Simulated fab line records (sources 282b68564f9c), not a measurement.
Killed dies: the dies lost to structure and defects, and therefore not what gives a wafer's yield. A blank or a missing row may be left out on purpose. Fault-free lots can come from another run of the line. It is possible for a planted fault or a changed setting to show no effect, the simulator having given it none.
A struck lot beside a sound one    flow rit_cmos    20 out of 202 route steps
Sound: wafers L766.2, L766.4, L766.5. Wafers L774.1, L774.4, L774.5 were the ones struck. At the end, the cause is stated.
Per side, at each step with rows, come the tool, then ch with its chambers, and then its first start. Under that, the readings that differ: sound wafers    struck wafers    difference of the means    sigmas: that difference in standard deviations of wafers without a fault.
alike: words and numbers the same on both sides, and readings whose means are apart by under 2 such deviations; not compared: readings that were withheld, readings missing a value for some wafer, numbers with overlapping values and no deviation given by the record, and bounds like >300 which may hide the same value.
A row with sigmas, a row that says differs or no value, or rows on one side alone: a step with any of these is where the two part. Numbers that don't overlap but have no deviation are shown without sigmas and don't part them. Lack of a reading on every wafer of one side parts them only where that side has two or more wafers.

first, 2 steps without rows for these wafers: RIT_NWELL_HARDBAKE_07 (time 120 s); RIT_NWELL_IMPLANT_08.
RIT_NWELL_STRIP_09: strips in O2, time 180 s.
  sound on plasma_asher-04 ch 0,1, day 1 21:09; struck on plasma_asher-01 ch 0,1, day 3 16:37
  alike: drypump_motor_current_A
  not compared: rf_hours_counter_h
RIT_NWELL_TW_MEAS_10:
  struck on film_metro-04, day 3 16:47; sound on film_metro-01, day 1 21:20
  alike: NWELL_TW
then, 6 steps without rows for these wafers: RIT_PWELL_HMDS_00 (prime time 60 s); RIT_PWELL_COAT_01 (resist thk 1300 nm); RIT_PWELL_SOFTBAKE_02 (time 60 s); RIT_PWELL_EXPOSE_03 (exposes mask M3, target cd 43700 nm); RIT_PWELL_PEB_04; RIT_PWELL_DEVELOP_05 (develop time 68 s).
RIT_PWELL_OVL_MEAS_06:
  struck on overlay-01, day 3 17:44; sound on overlay-02, day 1 22:24
  alike: PWELL_OVL
then, 1 step without rows for these wafers: RIT_PWELL_HARDBAKE_07 (time 120 s).
RIT_PWELL_IMPLANT_08:
  sound on implanter-01 ch 0, day 1 22:42; struck on implanter-01 ch 0, day 3 18:20
  alike: end_station_pressure_torr
RIT_PWELL_STRIP_09: strips in O2, time 180 s.
  sound on plasma_asher-04 ch 0,1, day 1 22:50; struck on plasma_asher-04 ch 1, day 3 18:29
  alike: drypump_motor_current_A
  not compared: rf_hours_counter_h
RIT_PWELL_TW_MEAS_10:
  struck on film_metro-01, day 3 18:40; sound on film_metro-04, day 1 23:01
reading   sound        struck          difference  sigmas
PWELL_TW  954 950 948  1176 1168 1174  +222        +34
then, 1 step without rows for these wafers: RIT_WELLDRIVE_ANNEAL_00 (time 14700 s).
RIT_WELLDRIVE_RS_MEAS_01: uses a four-point probe to measure.
  struck on film_metro-04, day 4 02:11; sound on film_metro-04, day 2 04:33
  alike: NWELL_RS
RIT_WELLDRIVE_RS_MEAS_02: uses a four-point probe to measure.
  struck on film_metro-04, day 4 02:19; sound on film_metro-04, day 2 04:40
reading            sound              struck             difference  sigmas
PWELL_RS (ohm/sq)  429.8 430.3 430.6  281.6 281.7 281.4  -148.7      -99 or more
then, 1 step without rows for these wafers: RIT_NRETRO_HMDS_00 (prime time 60 s).
RIT_M1_PROBE_99:
  rows exist in the record for the struck wafers here (prober-01, day 5 10:58), but not for the sound ones

## WHERE THEY PART
Last at RIT_M1_PROBE_99 as far as this record goes, first at RIT_PWELL_TW_MEAS_10.

WHY: what had been put in by the simulator
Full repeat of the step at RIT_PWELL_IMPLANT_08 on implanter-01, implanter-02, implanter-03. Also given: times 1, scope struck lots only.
